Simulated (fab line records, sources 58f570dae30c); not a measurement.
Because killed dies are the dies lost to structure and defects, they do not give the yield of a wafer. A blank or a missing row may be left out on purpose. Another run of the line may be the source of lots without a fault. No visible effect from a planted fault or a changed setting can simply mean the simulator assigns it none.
Which tool is to blame? ; flow berkeley cmos170 ; Sampling: 14 lots, 42 wafers, 4 of 331 route steps

== WHAT THE GAUGES READ, wafer by wafer ==
UCB170_NSD_CD_MEAS_06: target cd 1200 nm. Usual: cd nm 1200.0 nm, standard deviation 1.5.
lot;measured;on;cd nm (nm);flag
L651;day 6 16:31;cd sem-02;1198.5 1199.0 1199.5;
L653;day 7 19:57;cd sem-02;1202.4 1201.4 1200.4;
L654;day 7 19:56;cd sem-01;1203.0 1202.3 1200.8;
L655;day 7 20:11;cd sem-01;1200.5 1200.5 1200.4;
L658;day 9 07:17;cd sem-01;1198.7 1199.2 1199.4;
L660;day 9 08:10;cd sem-02;1200.0 1199.3 1202.6;
L663;day 9 11:51;cd sem-02;1198.5 1198.1 1199.7;
L665;day 10 08:02;cd sem-02;1200.4 1199.1 1200.3;
L667;day 10 07:40;cd sem-02;1198.4 1197.7 1198.0;
L668;day 11 03:38;cd sem-01;1198.8 1198.7 1198.8;
L671;day 11 02:55;cd sem-02;1202.2 1201.0 1202.8;
L670;day 11 02:56;cd sem-01;1200.8 1199.9 1200.6;

UCB170_SDANNEAL_RS_MEAS_02: a four-point-probe measurement. Usual: for PSD_RS the level is 75.62 ohm/sq and the standard deviation is 0.3.
lot;measured;on;PSD_RS (ohm/sq);flag
L651;day 6 18:20;film metro-02;76.17 75.51 75.38;
L653;day 7 21:36;film metro-01;75.08 74.83 75.28;
L654;day 7 21:40;film metro-03;75.30 75.47 74.90;
L655;day 7 21:44;film metro-02;75.68 75.72 75.52;
L658;day 9 08:48;film metro-02;76.10 75.85 76.17;
L660;day 9 09:42;film metro-01;75.81 75.49 75.39;
L663;day 9 13:29;film metro-03;75.63 75.36 75.60;
L665;day 10 13:02;film metro-03;75.68 75.61 75.39;
L667;day 10 09:39;film metro-02;75.68 75.65 75.60;
L668;day 11 05:08;film metro-02;75.45 75.81 75.76;
L671;day 11 04:34;film metro-03;75.31 74.98 75.16;
L670;day 11 04:28;film metro-02;75.51 75.63 75.62;

== WHAT TOOL EACH LOT RAN ON (gives the tool, then ch and the chambers of the sampled wafers, and finally the start) ==
lot;UCB170_PFIELD_STRIP_08;UCB170_SPACER_ETCHBACK_03
L651;plasma asher-03 ch 0, day 4 13:19;rie diel-03 ch 1,2,3, day 6 12:43
L653;plasma asher-03 ch 0,1, day 5 05:43;rie diel-02 ch 0,3, day 7 16:13
L654;plasma asher-03 ch 0,1, day 5 10:37;rie diel-03 ch 0,1,2, day 7 16:17
L655;plasma asher-02 ch 0,1, day 5 17:59;rie diel-02 ch 0,2,3, day 7 16:17
L658;plasma asher-01 ch 0,1, day 6 18:20;rie diel-04 ch 0,3, day 9 04:36
L660;plasma asher-03 ch 0,1, day 6 18:32;rie diel-04 ch 0,2, day 9 04:40
L661;plasma asher-01 ch 0,1, day 6 18:41;rie diel-03 ch 1,2, day 9 04:36
L662;plasma asher-03 ch 0,1, day 7 02:46;rie diel-03 ch 2,3, day 9 09:07
L663;plasma asher-01 ch 0,1, day 7 03:03;rie diel-04 ch 0,2, day 9 09:07
L665;plasma asher-02 ch 0,1, day 7 23:14;rie diel-04 ch 0,1, day 10 02:37
L667;plasma asher-03 ch 0,1, day 7 23:29;rie diel-02 ch 1,2,3, day 10 02:37
L668;plasma asher-02 ch 0,1, day 8 09:44;rie diel-02 ch 2, day 10 22:58
L671;plasma asher-02 ch 0, day 8 19:58;rie diel-04 ch 2,3, day 10 22:56
L670;plasma asher-02 ch 0,1, day 8 21:20;rie diel-04 ch 1,2, day 10 23:00
- UCB170_PFIELD_STRIP_08: strips in O2.
- UCB170_SPACER_ETCHBACK_03: etches SiO2 in CHF3/CF4/Ar, stops on Si, target depth 376 nm, time 100 s.

== AS READ BY THE TOOLS THEMSELVES (means over the sampled wafers that have a number; for cases with no such wafer, the mark the record gives instead) ==
UCB170_PFIELD_STRIP_08. Usual: drypump motor current A 5.8 A, standard deviation 0.54; oes product au 0.734 a.u., standard deviation 0.0044; strip time to endpoint s 21.68 s, standard deviation 0.073.
lot;tool;drypump motor current A (A);oes product au (a.u.);strip time to endpoint s (s);flag
L651;plasma asher-03;5.2;0.732;21.60;
L653;plasma asher-03;5.5;0.739;21.76;
L654;plasma asher-03;5.5;0.731;21.68;
L655;plasma asher-02;6.0;0.739;21.83;
L658;plasma asher-01;6.3;0.736;21.72;
L660;plasma asher-03;5.3;0.731;21.71;
L661;plasma asher-01;6.3;0.737;21.66;
L662;plasma asher-03;5.3;0.738;21.61;
L663;plasma asher-01;5.9;0.732;21.79;
L665;plasma asher-02;6.1;0.734;21.57;
L667;plasma asher-03;5.3;0.737;21.61;
L668;plasma asher-02;6.1;0.732;21.61;
L671;plasma asher-02;6.2;0.731;21.63;
L670;plasma asher-02;6.1;0.734;21.70;

UCB170_SPACER_ETCHBACK_03. Usual: cf4 flow sccm 9.99 sccm, standard deviation 0.035; drypump motor current A 5.8 A, standard deviation 0.51; mfc ar sccm 120.0 sccm, standard deviation 0.38; oes product au 0.900 a.u., standard deviation 0.016; throttle valve pct 6.45 %, standard deviation 0.11.
lot;tool;cf4 flow sccm (sccm);drypump motor current A (A);mfc ar sccm (sccm);oes product au (a.u.);throttle valve pct (%);flag
L651;rie diel-03;10.00;5.7;120.1;0.890;6.46;
L653;rie diel-02;9.97;6.0;120.2;0.900;6.59;
L654;rie diel-03;10.01;5.4;119.7;0.895;6.52;
L655;rie diel-02;9.96;6.1;120.2;0.884;6.50;
L658;rie diel-04;9.97;6.2;119.9;0.919;6.48;
L660;rie diel-04;10.00;5.5;119.8;0.902;6.53;
L661;rie diel-03;10.03;5.3;119.7;0.836;6.53;OFF
L662;rie diel-03;9.98;6.2;119.7;0.845;6.43;OFF
L663;rie diel-04;10.01;5.4;119.4;0.904;6.45;
L665;rie diel-04;10.02;5.8;120.2;0.905;6.55;
L667;rie diel-02;9.99;6.2;120.1;0.901;6.37;
L668;rie diel-02;10.03;6.6;120.0;0.878;6.31;
L671;rie diel-04;10.02;5.7;119.9;0.917;6.39;
L670;rie diel-04;9.99;5.5;119.6;0.902;6.38;

== THE ANSWER, worked out from the rows above alone ==
Rule: take the mean of a lot's wafers that have a number; if it is more than 3 standard deviations from the usual mean, the lot is off. A lot without any number at a reading at which 4 lots or more have one is off too. Where the step has rows for the other lots, those lots are counted as sound. The gauges are gone through in route order, then the tools' own readings, and for those a lot's mean is taken as printed above. The first step at which some lot is off is used, and at that step the reading that is off furthest; a lot without a number counts as furthest.
Off, at UCB170_SPACER_ETCHBACK_03 on oes product au: L661, L662.
If a tool, at that step or one of the process steps before it, ran each lot that is off and ran no sound lot following the first of them, it fits. One fits: UCB170_SPACER_ETCHBACK_03 on rie diel-03. Its last sound lot is L654 (day 7 16:17), its first lot that is off L661 (day 9 04:36): a fault that began between those two fits.
The tool's own readings at UCB170_SPACER_ETCHBACK_03 bear it out: on the lots that are off they differ by more than 5 times the standard deviation of the sound lots' means. oes product au reads 0.841 a.u. there against 0.900 a.u. on the sound lots.

== WHAT HAD BEEN PUT IN BY THE SIMULATOR ==
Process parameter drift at UCB170_SPACER_ETCHBACK_03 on rie diel-03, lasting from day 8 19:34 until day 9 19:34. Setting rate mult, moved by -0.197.
Struck lots among those shown: L661, L662. The rule above found the same.
